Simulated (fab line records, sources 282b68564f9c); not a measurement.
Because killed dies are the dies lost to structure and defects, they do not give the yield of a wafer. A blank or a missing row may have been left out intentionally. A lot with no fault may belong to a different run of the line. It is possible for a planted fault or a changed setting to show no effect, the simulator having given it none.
fab line records ; flow rit_cmos
record: lots: 7; wafers: 21; last_day: 6
route steps=202 shown CONTACT@172 M1@184
lots untouched by any fault: they come from a run of this same line in which no faults occurred
start_h: start of the lot's first displayed wafer, in hours after the record's first day ; wait_h: hours since the lot's step before ; " identical to the entry in the row above ; L1.1+2: several wafers, shown together as one row ; - value missing, or start not given ; * or withheld: withheld ; < > ~ a bound
route shown NAME@n: names a module that has steps shown in the file, with the first one's number in the route ; usual: mean and standard deviation over wafers with no fault ; same: alike in all rows ; chamber/n: place in a boat ; sites: per-site readings ; _std_site: how widely they spread, as a standard deviation ; _edge_site: the outer-site mean with the inner-site mean subtracted ; radius_mm: how far each site lies from the wafer's centre ; mask NAME#n: copy n ; behind: the last tool/chamber to shape the wafer ; hold: what put the lot on hold/how long, in hours/how the hold closed ; device: whichever transistor did not switch (one of n, p or np) ; end of line: the route-end tests of the same wafers ; a step given without rows: its recipe and nothing more ; killed: the dies lost at the first sort to structure and to defects; this is not the yield of the wafer ; map: per-die view of a wafer (x killed, . not killed, _ where there is no die)
set.NAME: setting as actually run; set.NAME@STEP: the setting as run at that earlier step ; model.NAME: the simulator's own value behind a step, which no gauge read
lots seen at some steps along the route; tables by step, rows by wafer
services: the hour from which a tool's chamber was out of use, counted from the record's first day as start_h (under 0 if before that day), plus the number of hours and why
== steps ==
step: RIT_CONTACT_SOFTBAKE_04
recipe: resist: NOVOLAK; temp_c: 90; time_s: 60
step: RIT_CONTACT_EXPOSE_05
recipe: mask_id: M11; na: 0.6; source_shape: conventional; sigma_outer: 0.5; target_cd_nm: 1000; dose_mj: 250
step: RIT_CONTACT_PEB_06
recipe: resist: NOVOLAK; temp_c: withheld; time_s: withheld
step: RIT_CONTACT_DEVELOP_07
recipe: resist: NOVOLAK; develop_time_s: 120; dev_temp_c: 23
step: RIT_CONTACT_CD_MEAS_08
recipe: target_cd_nm: 1000
usual: cd_nm: 1000.6/2.3
lot.wafer;tool;chamber;start_h;wait_h;cd_nm
L412.1;cd_sem-01;-;55.95;-;998.0
L412.5;cd_sem-01;-;55.95;-;999.3
L412.6;cd_sem-01;-;55.95;-;998.0
L415.2;cd_sem-01;-;73.76;-;1003.2
L415.3;cd_sem-01;-;73.76;-;1001.6
L415.6;cd_sem-01;-;73.76;-;1003.2
L418.2;cd_sem-01;-;87.22;-;999.3
L418.5;cd_sem-01;-;87.22;-;999.5
L418.6;cd_sem-01;-;87.22;-;1000.6
L419.2;cd_sem-02;-;91.36;-;1003.3
L419.4;cd_sem-02;-;91.36;-;1002.8
L419.5;cd_sem-02;-;91.36;-;1002.7
L421.2;cd_sem-02;-;101.96;-;999.7
L421.4;cd_sem-02;-;101.96;-;999.7
L421.6;cd_sem-02;-;101.96;-;1002.0
L423.2;cd_sem-01;-;111.67;-;997.9
L423.5;cd_sem-01;-;111.67;-;996.6
L423.6;cd_sem-01;-;111.67;-;995.5
L427.1;cd_sem-02;-;131.44;-;999.1
L427.5;cd_sem-02;-;131.44;-;1001.7
L427.6;cd_sem-02;-;131.44;-;1000.0
step: RIT_CONTACT_OVL_MEAS_09
usual: CONTACT_OVL: 0.2/1.4
lot.wafer;tool;chamber;start_h;wait_h;CONTACT_OVL[nm]
L412.1;overlay-01;-;56.07;0.1;-0.5
L412.5;overlay-01;-;56.07;0.1;-1.9
L412.6;overlay-01;-;56.07;0.1;-1.5
L415.2;overlay-02;-;73.86;0.1;0.4
L415.3;overlay-02;-;73.86;0.1;1.3
L415.6;overlay-02;-;73.86;0.1;0.9
L418.2;overlay-02;-;87.33;0.1;-1.2
L418.5;overlay-02;-;87.33;0.1;-0.5
L418.6;overlay-02;-;87.33;0.1;-0.5
L419.2;overlay-01;-;91.47;0.1;1.5
L419.4;overlay-01;-;91.47;0.1;1.8
L419.5;overlay-01;-;91.47;0.1;3.3
L421.2;overlay-02;-;102.06;0.1;1.5
L421.4;overlay-02;-;102.06;0.1;0.8
L421.6;overlay-02;-;102.06;0.1;1.3
L423.2;overlay-01;-;111.78;0.1;0.1
L423.5;overlay-01;-;111.78;0.1;0.4
L423.6;overlay-01;-;111.78;0.1;0.5
L427.1;overlay-01;-;131.56;0.1;0.0
L427.5;overlay-01;-;131.56;0.1;-1.9
L427.6;overlay-01;-;131.56;0.1;-1.5
step: RIT_CONTACT_HARDBAKE_10
recipe: resist: NOVOLAK; temp_c: 140; time_s: 60
step: RIT_CONTACT_ETCH_11
recipe: target_depth_a: 4800; over_etch_frac: 0.2; stop_on: TiSi2; chemistry: CHF3/CF4/Ar; target: SiO2; CHF3_flow_sccm: 50; cf4_flow_sccm: 10; Ar_flow_sccm: 100; O2_flow_sccm: 5; pressure_mtorr: 100; rf_w: 200; time_s: 320
usual: drypump_motor_current_A: 5.8/0.44; oes_product_au: 0.987/0.016; rf_fwd_power_W: 199.6/0.59; throttle_valve_pct: 8.92/0.12
lot.wafer;tool;chamber;start_h;wait_h;drypump_motor_current_A;oes_product_au;rf_fwd_power_W;rf_hours_counter_h;throttle_valve_pct
L412.1;rie_diel-01;0;56.26;0.1;5.5;0.993;198.7;6;8.88
L412.5;rie_diel-01;3;56.26;0.1;5.5;1.007;199.0;-;9.05
L412.6;rie_diel-01;0;56.26;0.1;5.5;0.987;198.7;-;8.90
L415.2;rie_diel-04;0;74.04;0.1;6.2;0.974;199.8;6;8.90
L415.3;rie_diel-04;2;74.04;0.1;6.2;0.962;199.3;8;9.08
L415.6;rie_diel-04;0;74.04;0.1;6.2;0.973;197.9;-;8.90
L418.2;rie_diel-02;1;87.51;0.1;4.9;1.002;199.0;150;8.80
L418.5;rie_diel-02;0;87.51;0.1;5.3;0.968;199.4;-;8.90
L418.6;rie_diel-02;1;87.51;0.1;5.0;0.997;200.2;-;8.78
L419.2;rie_diel-04;0;91.65;0.1;6.2;0.971;199.3;6;8.90
L419.4;rie_diel-04;1;91.65;0.1;5.8;0.972;200.3;85;8.80
L419.5;rie_diel-04;1;91.65;0.1;5.8;0.974;199.7;-;8.81
L421.2;rie_diel-04;0;102.24;0.1;6.2;0.969;199.4;6;8.89
L421.4;rie_diel-04;2;102.24;0.1;6.2;0.967;200.2;8;9.07
L421.6;rie_diel-04;2;102.24;0.1;6.2;0.975;200.0;-;9.07
L423.2;rie_diel-02;0;111.96;0.1;5.3;0.973;198.2;5;8.90
L423.5;rie_diel-02;0;111.96;0.1;5.3;0.969;199.4;-;8.90
L423.6;rie_diel-02;3;111.96;0.1;6.0;0.999;199.9;-;9.04
L427.1;rie_diel-02;3;131.74;0.1;6.0;0.995;199.1;120;9.05
L427.5;rie_diel-02;3;131.74;0.1;6.0;0.999;199.2;-;9.03
L427.6;rie_diel-02;0;131.74;0.1;5.3;0.976;200.6;-;8.91
step: RIT_CONTACT_STRIP_12
recipe: chemistry: O2; time_s: 180; resist: NOVOLAK; platen_temp_c: withheld; power_w: 500; pressure_mtorr: 4000; o2_flow_sccm: 4000
usual: drypump_motor_current_A: 5.46/0.28
lot.wafer;tool;chamber;start_h;wait_h;drypump_motor_current_A;rf_hours_counter_h
L412.1;plasma_asher-04;0;56.45;0.1;5.43;46
L412.5;plasma_asher-04;1;56.45;0.1;5.05;-
L412.6;plasma_asher-04;0;56.45;0.1;5.41;-
L415.2;plasma_asher-02;0;74.24;0.1;5.60;35
L415.3;plasma_asher-02;0;74.24;0.1;5.60;-
L415.6;plasma_asher-02;1;74.24;0.1;5.56;-
L418.2;plasma_asher-02;0;87.70;0.1;5.62;37
L418.5;plasma_asher-02;0;87.70;0.1;5.60;-
L418.6;plasma_asher-02;1;87.70;0.1;5.55;-
L419.2;plasma_asher-04;0;91.84;0.1;5.43;50
L419.4;plasma_asher-04;1;91.84;0.1;5.05;-
L419.5;plasma_asher-04;1;91.84;0.1;5.04;-
L421.2;plasma_asher-02;0;102.44;0.1;5.62;39
L421.4;plasma_asher-02;0;102.44;0.1;5.65;-
L421.6;plasma_asher-02;0;102.44;0.1;5.62;-
L423.2;plasma_asher-03;1;112.15;0.1;5.45;47
L423.5;plasma_asher-03;0;112.15;0.1;5.98;-
L423.6;plasma_asher-03;1;112.15;0.1;5.50;-
L427.1;plasma_asher-04;1;131.94;0.1;5.06;55
L427.5;plasma_asher-04;1;131.94;0.1;5.06;-
L427.6;plasma_asher-04;0;131.94;0.1;5.43;-
step: RIT_CONTACT_CD_MEAS_90
recipe: target_cd_nm: 1000
usual: cd_nm: 1000.5/2.2
lot.wafer;tool;chamber;start_h;wait_h;cd_nm
L412.1;cd_sem-01;-;56.63;0.1;998.1
L412.5;cd_sem-01;-;56.63;0.1;999.3
L412.6;cd_sem-01;-;56.63;0.1;998.1
L415.2;cd_sem-02;-;74.43;0.1;1003.0
L415.3;cd_sem-02;-;74.43;0.1;1001.4
L415.6;cd_sem-02;-;74.43;0.1;1002.9
L418.2;cd_sem-02;-;87.90;0.1;999.3
L418.5;cd_sem-02;-;87.90;0.1;999.6
L418.6;cd_sem-02;-;87.90;0.1;1000.3
L419.2;cd_sem-02;-;92.04;0.1;1003.3
L419.4;cd_sem-02;-;92.04;0.1;1002.6
L419.5;cd_sem-02;-;92.04;0.1;1002.5
L421.2;cd_sem-01;-;102.63;0.1;999.7
L421.4;cd_sem-01;-;102.63;0.1;1000.1
L421.6;cd_sem-01;-;102.63;0.1;1001.9
L423.2;cd_sem-01;-;112.35;0.1;997.9
L423.5;cd_sem-01;-;112.35;0.1;996.8
L423.6;cd_sem-01;-;112.35;0.1;995.9
L427.1;cd_sem-02;-;132.11;0.1;999.4
L427.5;cd_sem-02;-;132.11;0.1;1001.1
L427.6;cd_sem-02;-;132.11;0.1;999.8
step: RIT_CONTACT_CLEAN_13
recipe: chemistry: SC1; mix: 3:3:50; time_s: 600; temp_c: 74.14
step: RIT_CONTACT_CLEAN_14
recipe: chemistry: SC2; mix: 3:3:50; time_s: 600; temp_c: 75; dry: n2_spin
step: RIT_M1_SPUTTER_00
recipe: material: Al; target_thk_nm: 400; power_w: 2000; chamber_pressure_pa: 0.4; gas: Ar; time_s: 500; substrate_temp_c: 25
usual: substrate_temp_c: 24.99/0.1; throttle_valve_pct: 30.7/0.91
lot.wafer;tool;chamber;start_h;wait_h;substrate_temp_c;throttle_valve_pct;model.Al_of_M1_SPUTTER_00.thk_nm
L412.1;pvd_sputter-04;-;57.10;0.0;24.92;29.7;405.8
L412.5;pvd_sputter-04;-;57.10;0.0;24.80;29.8;402.2
L412.6;pvd_sputter-04;-;57.10;0.0;24.96;30.1;406.8
L415.2;pvd_sputter-03;-;74.88;0.0;25.11;29.9;408.3
L415.3;pvd_sputter-03;-;74.88;0.0;24.85;30.7;402.9
L415.6;pvd_sputter-03;-;74.88;0.0;24.96;30.3;404.9
L418.2;pvd_sputter-02;-;88.35;0.0;24.94;31.3;399.9
L418.5;pvd_sputter-02;-;88.35;0.0;24.88;30.1;391.5
L418.6;pvd_sputter-02;-;88.35;0.0;25.00;31.6;398.5
L419.2;pvd_sputter-03;-;92.49;0.0;24.99;29.9;547.4
L419.4;pvd_sputter-03;-;92.49;0.0;24.78;30.5;548.4
L419.5;pvd_sputter-03;-;92.49;0.0;24.99;30.4;548.1
L421.2;pvd_sputter-03;-;103.08;0.0;24.95;32.3;552.2
L421.4;pvd_sputter-03;-;103.08;0.0;25.10;30.6;551.3
L421.6;pvd_sputter-03;-;103.08;0.0;24.86;32.4;549.7
L423.2;pvd_sputter-03;-;112.82;0.0;25.16;30.3;546.1
L423.5;pvd_sputter-03;-;112.82;0.0;25.17;30.2;545.9
L423.6;pvd_sputter-03;-;112.82;0.0;24.95;32.4;546.7
L427.1;pvd_sputter-04;-;132.58;0.0;24.93;29.7;401.2
L427.5;pvd_sputter-04;-;132.58;0.0;24.97;29.9;399.4
L427.6;pvd_sputter-04;-;132.58;0.0;25.12;30.5;400.8
step: RIT_M1_RS_MEAS_01
recipe: thk_meas_gauge: four-point-probe; reads: Al_of_M1_SPUTTER_00
usual: M1_AL_RS: 0.0733/0.00076
lot.wafer;tool;chamber;start_h;wait_h;hold;M1_AL_RS[ohm/sq]
L412.1;film_metro-03;-;57.39;0.1;-;0.0724
L412.5;film_metro-03;-;57.39;0.1;-;0.0730
L412.6;film_metro-03;-;57.39;0.1;-;0.0720
L415.2;film_metro-02;-;75.20;0.2;-;0.0720
L415.3;film_metro-02;-;75.20;0.2;-;0.0728
L415.6;film_metro-02;-;75.20;0.2;-;0.0726
L418.2;film_metro-02;-;88.66;0.2;-;0.0734
L418.5;film_metro-02;-;88.66;0.2;-;0.0751
L418.6;film_metro-02;-;88.66;0.2;-;0.0736
L419.2;film_metro-04;-;92.80;0.2;await_dispo/0.2h/release;0.0534
L419.4;film_metro-04;-;92.80;0.2;await_dispo/0.2h/release;0.0533
L419.5;film_metro-04;-;92.80;0.2;await_dispo/0.2h/release;0.0532
L419.2;film_metro-04;-;93.75;0.9;-;0.0534
L419.4;film_metro-04;-;93.75;0.9;-;0.0532
L419.5;film_metro-04;-;93.75;0.9;-;0.0534
L421.2;film_metro-02;-;103.40;0.2;await_dispo/0.2h/release;0.0530
L421.4;film_metro-02;-;103.40;0.2;await_dispo/0.2h/release;0.0532
L421.6;film_metro-02;-;103.40;0.2;await_dispo/0.2h/release;0.0531
L421.2;film_metro-02;-;103.68;0.3;-;0.0529
L421.4;film_metro-02;-;103.68;0.3;-;0.0530
L421.6;film_metro-02;-;103.68;0.3;-;0.0532
L423.2;film_metro-04;-;113.13;0.2;await_dispo/0.2h/release;0.0534
L423.5;film_metro-04;-;113.13;0.2;await_dispo/0.2h/release;0.0535
L423.6;film_metro-04;-;113.13;0.2;await_dispo/0.2h/release;0.0533
L423.2;film_metro-04;-;113.42;0.3;-;0.0535
L423.5;film_metro-04;-;113.42;0.3;-;0.0536
L423.6;film_metro-04;-;113.42;0.3;-;0.0533
L427.1;film_metro-03;-;132.88;0.1;-;0.0732
L427.5;film_metro-03;-;132.88;0.1;-;0.0736
L427.6;film_metro-03;-;132.88;0.1;-;0.0733
step: RIT_M1_THK_MEAS_02
recipe: thk_meas_gauge: xrf; reads: Al_of_M1_SPUTTER_00
usual: M1_AL_THK: 405/4.4
lot.wafer;tool;chamber;start_h;wait_h;hold;M1_AL_THK[nm]
L412.1;film_metro-03;-;57.51;0.1;-;407
L412.5;film_metro-03;-;57.51;0.1;-;406
L412.6;film_metro-03;-;57.51;0.1;-;409
L415.2;film_metro-02;-;75.31;0.1;-;412
L415.3;film_metro-02;-;75.31;0.1;-;409
L415.6;film_metro-02;-;75.31;0.1;-;411
L418.2;film_metro-02;-;88.77;0.1;-;403
L418.5;film_metro-02;-;88.77;0.1;-;396
L418.6;film_metro-02;-;88.77;0.1;-;403
L419.2;film_metro-04;-;99.66;5.9;await_dispo/0.2h/release;553
L419.4;film_metro-04;-;99.66;5.9;await_dispo/0.2h/release;556
L419.5;film_metro-04;-;99.66;5.9;await_dispo/0.2h/release;556
L419.2;film_metro-04;-;99.88;0.2;-;555
L419.4;film_metro-04;-;99.88;0.2;-;553
L419.5;film_metro-04;-;99.88;0.2;-;552
L421.2;film_metro-02;-;106.91;3.2;await_dispo/0.2h/release;556
L421.4;film_metro-02;-;106.91;3.2;await_dispo/0.2h/release;557
L421.6;film_metro-02;-;106.91;3.2;await_dispo/0.2h/release;556
L421.2;film_metro-02;-;107.14;0.2;-;557
L421.4;film_metro-02;-;107.14;0.2;-;559
L421.6;film_metro-02;-;107.14;0.2;-;555
L423.2;film_metro-04;-;120.16;6.7;await_dispo/0.2h/release;551
L423.5;film_metro-04;-;120.16;6.7;await_dispo/0.2h/release;554
L423.6;film_metro-04;-;120.16;6.7;await_dispo/0.2h/release;551
L423.2;film_metro-04;-;120.39;0.2;-;550
L423.5;film_metro-04;-;120.39;0.2;-;550
L423.6;film_metro-04;-;120.39;0.2;-;551
L427.1;film_metro-03;-;133.00;0.1;-;404
L427.5;film_metro-03;-;133.00;0.1;-;401
L427.6;film_metro-03;-;133.00;0.1;-;405
step: RIT_M1_COAT_04
recipe: resist: NOVOLAK; spin_rpm: 2000; resist_thk_nm: 1300
step: RIT_M1_SOFTBAKE_05
recipe: resist: NOVOLAK; temp_c: 90; time_s: 60
step: RIT_M1_EXPOSE_06
recipe: mask_id: M12; na: 0.6; source_shape: conventional; sigma_outer: 0.5; target_cd_nm: 2600; dose_mj: 250
step: RIT_M1_PEB_07
recipe: resist: NOVOLAK; temp_c: withheld; time_s: withheld
step: RIT_M1_DEVELOP_08
recipe: resist: NOVOLAK; develop_time_s: 68; dev_temp_c: 23
step: RIT_M1_CD_MEAS_09
recipe: target_cd_nm: 2600
usual: cd_nm: 2600.3/2.4
lot.wafer;tool;chamber;start_h;wait_h;cd_nm
L412.1;cd_sem-02;-;58.73;-;2604.0
L412.5;cd_sem-02;-;58.73;-;2600.8
L412.6;cd_sem-02;-;58.73;-;2602.0
L415.2;cd_sem-02;-;76.32;-;2599.7
L415.3;cd_sem-02;-;76.32;-;2601.9
L415.6;cd_sem-02;-;76.32;-;2600.2
L418.2;cd_sem-02;-;89.85;-;2600.5
L418.5;cd_sem-02;-;89.85;-;2601.1
L418.6;cd_sem-02;-;89.85;-;2599.8
L419.2;cd_sem-01;-;105.76;-;2599.7
L419.4;cd_sem-01;-;105.76;-;2602.5
L419.5;cd_sem-01;-;105.76;-;2600.6
L421.2;cd_sem-02;-;109.59;-;2598.6
L421.4;cd_sem-02;-;109.59;-;2600.0
L421.6;cd_sem-02;-;109.59;-;2599.9
L423.2;cd_sem-02;-;126.63;-;2598.5
L423.5;cd_sem-02;-;126.63;-;2598.2
L423.6;cd_sem-02;-;126.63;-;2598.8
L427.1;cd_sem-02;-;134.06;-;2598.9
L427.5;cd_sem-02;-;134.06;-;2596.6
L427.6;cd_sem-02;-;134.06;-;2598.6
step: RIT_M1_OVL_MEAS_10
usual: M1_OVL: -0.5/1.5
lot.wafer;tool;chamber;start_h;wait_h;M1_OVL[nm]
L412.1;overlay-02;-;58.85;0.1;-0.7
L412.5;overlay-02;-;58.85;0.1;-0.7
L412.6;overlay-02;-;58.85;0.1;-1.5
L415.2;overlay-02;-;76.43;0.1;0.3
L415.3;overlay-02;-;76.43;0.1;1.3
L415.6;overlay-02;-;76.43;0.1;0.3
L418.2;overlay-02;-;89.95;0.1;-1.1
L418.5;overlay-02;-;89.95;0.1;-1.3
L418.6;overlay-02;-;89.95;0.1;-1.1
L419.2;overlay-01;-;105.86;0.1;-2.3
L419.4;overlay-01;-;105.86;0.1;-2.9
L419.5;overlay-01;-;105.86;0.1;-2.1
L421.2;overlay-01;-;109.69;0.1;0.8
L421.4;overlay-01;-;109.69;0.1;0.6
L421.6;overlay-01;-;109.69;0.1;0.8
L423.2;overlay-02;-;126.74;0.1;-1.0
L423.5;overlay-02;-;126.74;0.1;-1.9
L423.6;overlay-02;-;126.74;0.1;0.1
L427.1;overlay-01;-;134.18;0.1;0.6
L427.5;overlay-01;-;134.18;0.1;-0.3
L427.6;overlay-01;-;134.18;0.1;0.4
step: RIT_M1_HARDBAKE_11
recipe: resist: NOVOLAK; temp_c: 140; time_s: 120
step: RIT_M1_METAL_ETCH_12
recipe: stop_on: SiO2; chemistry: Cl2/BCl3; target: Al; time_s: 165; over_etch_frac: 0.5; pressure_mtorr: 100; target_depth_a: 6000; rf_w: 253; Cl2_flow_sccm: 60; bcl3_flow_sccm: 50
usual: drypump_motor_current_A: 5.66/0.27; oes_product_au: 0.776/0.013; rf_fwd_power_W: 252.0/0.83; throttle_valve_pct: 8.30/0.14
lot.wafer;tool;chamber;start_h;wait_h;drypump_motor_current_A;oes_product_au;rf_fwd_power_W;rf_hours_counter_h;throttle_valve_pct
L412.1;rie_metal-01;0;59.14;0.2;5.82;0.792;250.8;4.3;8.11
L412.5;rie_metal-01;0;59.14;0.2;5.83;0.784;251.5;-;8.11
L412.6;rie_metal-01;1;59.14;0.2;5.15;0.765;251.1;-;8.38
L415.2;rie_metal-01;1;76.71;0.2;5.16;0.761;252.9;4.5;8.38
L415.3;rie_metal-01;1;76.71;0.2;5.16;0.760;251.1;-;8.39
L415.6;rie_metal-01;0;76.71;0.2;5.87;0.794;253.7;-;8.13
L418.2;rie_metal-01;0;90.23;0.2;5.84;0.791;252.8;4.7;8.12
L418.5;rie_metal-01;0;90.23;0.2;5.85;0.777;252.0;-;8.13
L418.6;rie_metal-01;1;90.23;0.2;5.11;0.744;252.3;-;8.39
L419.2;rie_metal-02;0;106.14;0.2;5.74;0.942;249.5;0.9;8.23
L419.4;rie_metal-02;1;106.14;0.2;5.89;0.941;252.2;-;8.55
L419.5;rie_metal-02;0;106.14;0.2;5.72;0.953;251.3;-;8.23
L421.2;rie_metal-01;0;109.97;0.2;5.83;0.957;251.7;4.9;8.08
L421.4;rie_metal-01;1;109.97;0.2;5.12;0.915;253.0;-;8.36
L421.6;rie_metal-01;0;109.97;0.2;5.80;0.956;252.5;-;8.08
L423.2;rie_metal-03;0;127.02;0.2;5.88;0.923;252.2;3.1;8.20
L423.5;rie_metal-03;0;127.02;0.2;5.88;0.926;252.2;-;8.19
L423.6;rie_metal-03;1;127.02;0.2;5.52;0.943;252.5;-;8.21
L427.1;rie_metal-01;0;134.47;0.2;5.86;0.789;251.0;5.2;8.11
L427.5;rie_metal-01;0;134.47;0.2;5.82;0.789;250.9;-;8.12
L427.6;rie_metal-01;1;134.47;0.2;5.15;0.749;250.9;-;8.39
step: RIT_M1_STRIP_13
recipe: chemistry: nmp; resist: NOVOLAK; temp_c: 80; time_s: 600; dry: n2_spin
step: RIT_M1_PROBE_99
usual: defect_limited_yield: 97.5/1.2; killed_at_contacts: 0.1/0.24; killed_at_front_end: 7/3; killed_dies: 7/3; killed_open: 3.2/1.8; killed_short: 3.5/2.1; sort_bin_3_pad_short: 0.1/0.2; sort_bin_5_function: 1.5/0.92; sort_bin_6_memory: 0.9/0.6; sort_n_pass: 257/3; sort_yield_pct: 97.5/1.2
same: gross_dies: 264; killed_at_M0_to_M3: 0; killed_at_M4_up: 0; killed_at_back_side: 0; killed_at_other: 0
lot.wafer;tool;chamber;start_h;wait_h;hold;defect_limited_yield[%];killed_at_contacts;killed_at_front_end;killed_dies;killed_open;killed_short;sort_bin_3_pad_short[%];sort_bin_5_function[%];sort_bin_6_memory[%];sort_n_pass;sort_yield_pct[%]
L412.1;prober-02;-;61.39;0.1;-;98.9;0;3;3;1;2;0;0;1.1;261;98.9
L412.5;prober-02;-;61.59;0.2;-;98.5;1;3;4;3;1;0;0.8;0.8;260;98.5
L412.6;prober-02;-;61.64;0.2;-;95.5;0;12;12;6;6;0;2.3;2.3;252;95.5
L415.2;prober-01;-;79.01;0.1;-;97.7;0;6;6;3;3;0.4;1.1;0.8;258;97.7
L415.3;prober-01;-;79.06;0.2;-;97.0;0;8;8;2;6;0;1.9;1.1;256;97.0
L415.6;prober-01;-;79.21;0.2;-;98.1;0;5;5;5;0;0;1.5;0.4;259;98.1
L418.2;prober-01;-;92.54;0.1;-;94.7;0;14;14;6;8;0.4;3.4;1.5;250;94.7
L418.5;prober-01;-;92.69;0.2;-;96.6;0;9;9;4;5;0;1.9;1.5;255;96.6
L418.6;prober-01;-;92.74;0.2;-;97.7;0;6;6;3;3;0;1.5;0.8;258;97.7
L421.2;prober-02;-;115.16;2.7;await_dispo/2.6h/release;98.5;0;4;4;3;1;0;1.1;0.4;260;98.5
L421.4;prober-02;-;115.26;2.8;await_dispo/2.6h/release;97.3;0;7;7;3;4;0;1.1;1.5;257;97.3
L421.6;prober-02;-;115.36;2.8;await_dispo/2.6h/release;99.2;0;2;2;0;2;0;0;0.8;262;99.2
L419.2;prober-02;-;117.54;8.9;await_dispo/8.8h/release;97.7;0;6;6;4;2;0;0.8;1.5;258;97.7
L419.4;prober-02;-;117.64;9.0;await_dispo/8.8h/release;98.1;0;5;5;1;4;0;1.1;0.8;259;98.1
L419.5;prober-02;-;117.69;9.0;await_dispo/8.8h/release;97.0;0;8;8;4;4;0;1.5;1.5;256;97.0
L423.2;prober-02;-;132.51;3.0;await_dispo/2.9h/release;97.3;0;7;7;2;5;0;1.9;0.8;257;97.3
L423.5;prober-02;-;132.66;3.1;await_dispo/2.9h/release;98.9;0;3;3;2;1;0;0.8;0.4;261;98.9
L423.6;prober-02;-;132.71;3.1;await_dispo/2.9h/release;97.7;0;6;6;6;0;0;0.8;1.5;258;97.7
L427.1;prober-02;-;139.31;0.1;-;98.5;0;4;4;2;2;0;1.5;0;260;98.5
L427.5;prober-02;-;139.51;0.2;-;97.3;0;7;7;5;2;0;1.5;1.1;257;97.3
L427.6;prober-02;-;139.56;0.2;-;98.5;0;4;4;1;3;0.4;0.4;0.8;260;98.5
killed by level:class
L412.1 FOX1:geometric_particle:short=1 GATE:geometric_particle:open=1 SPACER:geometric_particle:short=1
L412.5 GATE:geometric_particle:open=2 CONTACT:geometric_particle:open=1 GATE:geometric_particle:short=1
L412.6 GATE:geometric_particle:open=4 GATE:geometric_particle:short=4 FOX1:geometric_particle:short=2 FOX1:geometric_particle:open=1 REOX:geometric_particle:open=1
L415.2 SILICIDE:geometric_particle:short=2 FOX2:geometric_particle:open=1 GATE:geometric_particle:open=1 REOX:geometric_particle:short=1 SILICIDE:geometric_particle:open=1
L415.3 GATE:geometric_particle:short=3 SPACER:geometric_particle:short=2 FOX2:geometric_particle:open=1 FOX2:geometric_particle:short=1 SPACER:geometric_particle:open=1
L415.6 GATE:geometric_particle:open=3 FOX2:geometric_particle:open=1 REOX:geometric_particle:open=1
L418.2 GATE:geometric_particle:short=4 FOX1:geometric_particle:open=3 GATE:geometric_particle:open=3 SILICIDE:geometric_particle:short=2 FOX1:geometric_particle:short=1 SPACER:geometric_particle:short=1
L418.5 FOX1:geometric_particle:open=3 GATE:geometric_particle:short=3 FOX1:geometric_particle:short=2 REOX:geometric_particle:open=1
L418.6 GATE:geometric_particle:open=2 FOX1:geometric_particle:short=1 REOX:geometric_particle:short=1 SPACER:geometric_particle:short=1 SILICIDE:geometric_particle:open=1
L421.2 FOX1:geometric_particle:open=2 FOX1:geometric_particle:short=1 SILICIDE:geometric_particle:open=1
L421.4 FOX1:geometric_particle:short=2 FOX1:geometric_particle:open=1 FOX2:geometric_particle:open=1 FOX2:geometric_particle:short=1 REOX:geometric_particle:open=1 SILICIDE:geometric_particle:short=1
L421.6 GATE:geometric_particle:short=1 SPACER:geometric_particle:short=1
L419.2 SILICIDE:geometric_particle:open=2 FOX1:geometric_particle:short=1 FOX1:geometric_particle:open=1 GATE:geometric_particle:short=1 GATE:geometric_particle:open=1
L419.4 GATE:geometric_particle:short=2 SILICIDE:geometric_particle:short=2 GATE:geometric_particle:open=1
L419.5 GATE:geometric_particle:short=3 FOX1:geometric_particle:open=1 FOX2:geometric_particle:open=1 GATE:geometric_particle:open=1 SPACER:geometric_particle:open=1 SILICIDE:geometric_particle:short=1
L423.2 FOX1:geometric_particle:short=2 FOX2:geometric_particle:short=2 FOX1:geometric_particle:open=1 REOX:geometric_particle:short=1 SILICIDE:geometric_particle:open=1
L423.5 FOX1:geometric_particle:open=1 FOX1:geometric_particle:short=1 SILICIDE:geometric_particle:open=1
L423.6 SPACER:geometric_particle:open=4 FOX1:geometric_particle:open=1 GATE:geometric_particle:open=1
L427.1 FOX1:geometric_particle:short=1 FOX2:geometric_particle:open=1 GATE:geometric_particle:short=1 SILICIDE:geometric_particle:open=1
L427.5 FOX1:geometric_particle:open=2 REOX:geometric_particle:open=2 FOX1:geometric_particle:short=1 REOX:geometric_particle:short=1 SILICIDE:geometric_particle:open=1
L427.6 SILICIDE:geometric_particle:short=2 GATE:geometric_particle:open=1 REOX:geometric_particle:short=1
map L419.5 (x killed, . not)
________......._______
_____....x........____
____...............___
___.................__
__............x..x..._
__..............x...._
_.....................
_.....................
_.....................
_.....................
__.......x.......x..._
__..................._
___.................__
____..x............___
_____............x____
________......._______
map L421.4 (x killed, . not)
________......._______
_____.............____
____...............___
___.................__
__........x....x....._
__.................x._
_.....................
_.....................
_.....................
_.............x...x...
__..................._
__..................._
___........x..x.....__
____...............___
_____.............____
________......._______
== services ==
tool;chamber;start_h;hours;kind
pvd_sputter-02;-;42.87;1.9;repair
rie_metal-02;-;44.62;14.6;pm
rie_metal-03;-;48.69;2.8;pm
rie_diel-02;1;58.30;5.1;repair
plasma_asher-03;-;60.21;2.8;pm
rie_metal-02;-;64.48;0.8;repair
rie_metal-03;1;68.33;10.2;repair
rie_metal-02;1;69.28;1.9;repair
plasma_asher-03;-;81.50;28.1;pm
pvd_sputter-04;-;86.09;1.1;repair
rie_diel-02;1;90.58;3.9;repair
rie_diel-02;2;104.33;14.5;repair
rie_diel-01;-;107.19;14.6;pm
rie_metal-03;-;109.74;0.2;repair
rie_metal-01;-;113.37;4.3;pm
rie_diel-04;-;116.13;2.8;pm
plasma_asher-02;0;117.75;-;clean
plasma_asher-02;1;117.75;-;clean
rie_diel-01;-;122.60;1.5;repair
rie_diel-02;0;128.17;2.4;repair
plasma_asher-03;-;131.59;9.1;repair
== key ==
first_sign: step: RIT_M1_RS_MEAS_01; reading: visit; direction: added
effect: step: RIT_M1_RS_MEAS_01; reading: M1_AL_RS; direction: down; sigmas: 26; usual: 0.0733; struck: 0.0533
effect: step: RIT_M1_THK_MEAS_02; reading: visit; direction: added
effect: step: RIT_M1_THK_MEAS_02; reading: M1_AL_THK; direction: up; sigmas: 34; usual: 405; struck: 554
effect: step: RIT_M1_METAL_ETCH_12; reading: oes_product_au; direction: up; sigmas: 12; usual: 0.776; struck: 0.939
model_effect: step: RIT_M1_SPUTTER_00; value: Al_of_M1_SPUTTER_00.thk_nm; without: 399.8; struck: 548.4
met_at RIT_M1_SPUTTER_00
struck_wafers L419.2,L419.4,L419.5,L421.2,L421.4,L421.6,L423.2,L423.5,L423.6
onset_between 74.88 92.49
fault: kind: process_parameter_drift; tool: pvd_sputter-03; chamber: -; onset_h: 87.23; steps: RIT_M1_SPUTTER_00; channel: target_thk_nm; offset: 148.6; shape: step; end_h: 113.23; acts_in: these_recipes_only; stated: 400
